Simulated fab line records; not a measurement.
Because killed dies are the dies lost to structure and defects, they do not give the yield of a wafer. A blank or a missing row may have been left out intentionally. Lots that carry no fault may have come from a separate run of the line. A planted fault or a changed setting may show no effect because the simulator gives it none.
Which tool was responsible?    flow rit_cmos    Sampling: 14 lots, 42 wafers, 2 of 202 route steps

WHAT THE GAUGES SHOWED, per wafer
RIT_SDANNEAL_RS_MEAS_07: uses a four-point probe to measure. Usual: for NLDD_RS the level is 151.7 ohm/sq and the standard deviation is 0.54.
lot   measured     on             NLDD_RS (ohm/sq)   flag
L558  day 3 03:12  film_metro-04  151.6 151.3 151.4  
L559  day 3 06:53  film_metro-01  151.7 152.0 152.0  
L560  day 3 12:25  film_metro-01  151.4 151.7 151.9  
L561  day 3 17:25  film_metro-04  151.7 152.3 152.1  
L562  day 3 23:25  film_metro-02  151.4 150.9 151.8  
L563  day 4 06:45  film_metro-02  153.4 153.2 152.9  
L564  day 4 08:50  film_metro-04  151.2 151.0 150.9  
L565  day 4 13:34  film_metro-01  151.3 151.9 151.7  
L567  day 5 00:08  film_metro-02  151.5 151.8 151.7  
L573  day 6 04:02  film_metro-01  - - -              OFF
L574  day 6 10:46  film_metro-04  - - -              OFF
L577  day 7 00:22  film_metro-02  152.1 151.6 151.6  
L580  day 7 17:27  film_metro-01  151.8 152.0 151.6  
L581  day 7 21:55  film_metro-04  151.2 151.8 151.5  

WHICH TOOL RAN EACH LOT (tool, then ch and the chambers of the sampled wafers, then the start)
lot   RIT_NLDD_IMPLANT_08
L558  implanter-01 ch 0, day 2 17:52
L559  implanter-01 ch 0, day 2 22:37
L560  implanter-02 ch 0, day 3 03:55
L561  implanter-04 ch 0, day 3 09:07
L562  implanter-01 ch 0, day 3 15:05
L563  implanter-01 ch 0, day 3 22:50
L564  implanter-01 ch 0, day 4 00:33
L565  implanter-02 ch 0, day 4 05:01
L567  implanter-02 ch 0, day 4 15:57
L573  implanter-04 ch 0, day 5 19:52
L574  implanter-04 ch 0, day 6 02:28
L577  implanter-02 ch 0, day 6 16:10
L580  implanter-01 ch 0, day 7 09:17
L581  implanter-02 ch 0, day 7 13:52
- RIT_NLDD_IMPLANT_08

AS READ BY THE TOOLS THEMSELVES (means over the sampled wafers that have a number; for cases with no such wafer, the mark the record gives instead)
RIT_NLDD_IMPLANT_08. Usual: tilt_deg 7.005 degrees, standard deviation 0.02.
lot   tool          tilt_deg (degrees)  flag
L558  implanter-01  7.008               
L559  implanter-01  6.971               
L560  implanter-02  7.007               
L561  implanter-04  7.028               
L562  implanter-01  7.006               
L563  implanter-01  7.035               
L564  implanter-01  6.984               
L565  implanter-02  6.994               
L567  implanter-02  7.003               
L573  implanter-04  6.231               OFF
L574  implanter-04  6.229               OFF
L577  implanter-02  7.030               
L580  implanter-01  7.005               
L581  implanter-02  7.020               

THE ANSWER, worked out from the rows above alone
Rule: take the mean of a lot's wafers that have a number; if it is more than 3 standard deviations from the usual mean, the lot is off. A lot without any number at a reading at which 4 lots or more have one is off too. Where the step has rows for the other lots, those lots are counted as sound. The gauges are gone through in route order, then the tools' own readings, and for those a lot's mean is taken as printed above. The first step at which some lot is off is used, and at that step the reading that is off furthest; a lot without a number counts as furthest.
Off: L573, L574, at RIT_SDANNEAL_RS_MEAS_07 (NLDD_RS). Without a number there: L573, L574.
A tool fits if, at a process step before that reading, it ran every lot that is off, and no sound lot after the first of them. Not tried: the gauges at RIT_SDANNEAL_RS_MEAS_07; whatever is off there is also off at RIT_NLDD_IMPLANT_08, on other tools, and gauge error can't account for it. One fits: RIT_NLDD_IMPLANT_08 on implanter-04. A fault onset in the window from L561 (day 3 09:07, its last sound lot) to L573 (day 5 19:52, its first lot off) fits.
The tool's own readings at RIT_NLDD_IMPLANT_08 bear it out: on the lots that are off they differ by more than 5 times the standard deviation of the sound lots' means. tilt_deg reads 6.230 degrees there against 7.008 degrees on the sound lots.

WHAT HAD BEEN PUT IN BY THE SIMULATOR
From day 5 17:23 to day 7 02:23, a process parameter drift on implanter-04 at RIT_NLDD_IMPLANT_08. Setting tilt_deg shifted by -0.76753 from 7. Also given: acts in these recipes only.
Lots struck among those shown: L573, L574. The same result came from the rule above.
